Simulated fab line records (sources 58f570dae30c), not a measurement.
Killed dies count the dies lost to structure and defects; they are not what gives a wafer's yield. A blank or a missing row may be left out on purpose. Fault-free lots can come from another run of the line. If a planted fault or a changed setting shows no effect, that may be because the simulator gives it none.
Lot-split experiment -- flow berkeley_cmos170 -- 23 wafers read from 5 lots, route of 331 steps

## THE SPLIT ITSELF
At UCB170_PFIELD_IMPLANT_07, the setting energy_kev was moved away from the recipe's 80 on 6 of the 23 wafers read, by -3.7% to -2.7%. This setting was run at the recipe's value on the other wafers.

The reading comes from the split's own step.

## THE READING
implant.drp_nm (the simulator's own value, which no gauge read), in nm, at UCB170_PFIELD_IMPLANT_07. No usual value for it is given in the file.

wafer,"tool, chamber at the split",energy_kev as run,against the recipe,"implant.drp_nm, nm",against lot-mates on the recipe
L077.1,"implanter-04, 0",77.86,-2.7%,73.88,-0.98
L077.5,"implanter-04, 0",77.86,-2.7%,73.88,-0.98
L077.2,"implanter-04, 0",80,recipe,74.86,-
L077.4,"implanter-04, 0",80,recipe,74.86,-
L077.6,"implanter-04, 0",80,recipe,74.86,-
L075.1,"implanter-01, 0",80,recipe,74.86,-
L075.2,"implanter-01, 0",80,recipe,74.86,-
L075.3,"implanter-01, 0",80,recipe,74.86,-
L075.4,"implanter-01, 0",80,recipe,74.86,-
L075.5,"implanter-01, 0",80,recipe,74.86,-
L085.2,"implanter-02, 0",80,recipe,74.86,-
L085.3,"implanter-02, 0",80,recipe,74.86,-
L085.6,"implanter-02, 0",80,recipe,74.86,-
L085.4,"implanter-02, 0",77.64,-2.9%,73.78,-1.08
L085.5,"implanter-02, 0",77.64,-2.9%,73.78,-1.08
L083.1,"implanter-01, 0",80,recipe,74.86,-
L083.2,"implanter-01, 0",80,recipe,74.86,-
L083.6,"implanter-01, 0",80,recipe,74.86,-
L083.3,"implanter-01, 0",77.05,-3.7%,73.5,-1.36
L083.5,"implanter-01, 0",77.05,-3.7%,73.5,-1.36
L084.2,"implanter-04, 0",80,recipe,74.86,-
L084.3,"implanter-04, 0",80,recipe,74.86,-
L084.6,"implanter-04, 0",80,recipe,74.86,-

THE FIT
A straight line over all 23 wafers: implant.drp_nm changes by +0.367 nm for each +1% of energy_kev; r = +1.00; the points scatter about the line by 0.0022 nm.
The same after taking each lot's own level away (the mean of its wafers on the recipe; 23 wafers): +0.367 nm for each +1%; r = +1.00; scatter 0.0022 nm.
According to that fit, moving energy_kev by its largest amount changes the reading by 1.4 nm.
The lots' own levels span 74.860 to 74.860 nm.
The two slopes agree, so the slope changes little with the lot-to-lot level.
Check: with one of the wafers moved furthest among these (-3.7%) left out of the fit, the line predicts -1.35 nm for it against its lot-mates. Against them it came out at -1.36 nm.

## THE OTHER SPLITS THESE WAFERS WENT THROUGH
Other splits were also applied to these wafers ahead of the reading. Each is held against what the fit with the lots' levels taken away leaves over:
other split on the same wafers,wafers away from the commonest value,r with implant.drp_nm (lot level and that fit taken away)
UCB170_START_OXIDATION_02 temp_c,10,-0.22
UCB170_NWELL_COAT_07 spin_rpm,4,-0.09
UCB170_PWELL_COAT_08 spin_rpm,7,+0.52
UCB170_PWELL_IMPLANT_15 dose_cm2,8,+0.29
UCB170_WELLDRIVE_OXIDATION_01 temp_c,18,-0.39
UCB170_ACTIVE_COAT_08 resist_thk_nm,10,-0.06
UCB170_PFIELD_EXPOSE_03 dose_mj,7,+0.05

## THE WHOLE CHAIN: every reading that the file lists as answering this split, in the file's order
step,what it does,reading,change (the file's fit),r (the file's)
UCB170_PFIELD_IMPLANT_07,,"implant.rp_nm (the simulator's own value, which no gauge read)",+2.17 nm for each +1% of the setting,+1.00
UCB170_PFIELD_IMPLANT_07,,"implant.drp_nm (the simulator's own value, which no gauge read)",+0.366 nm for each +1% of the setting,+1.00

## THE FILE'S OWN FIT
implant.drp_nm changes by +0.366 nm for each +1% of energy_kev, r = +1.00.
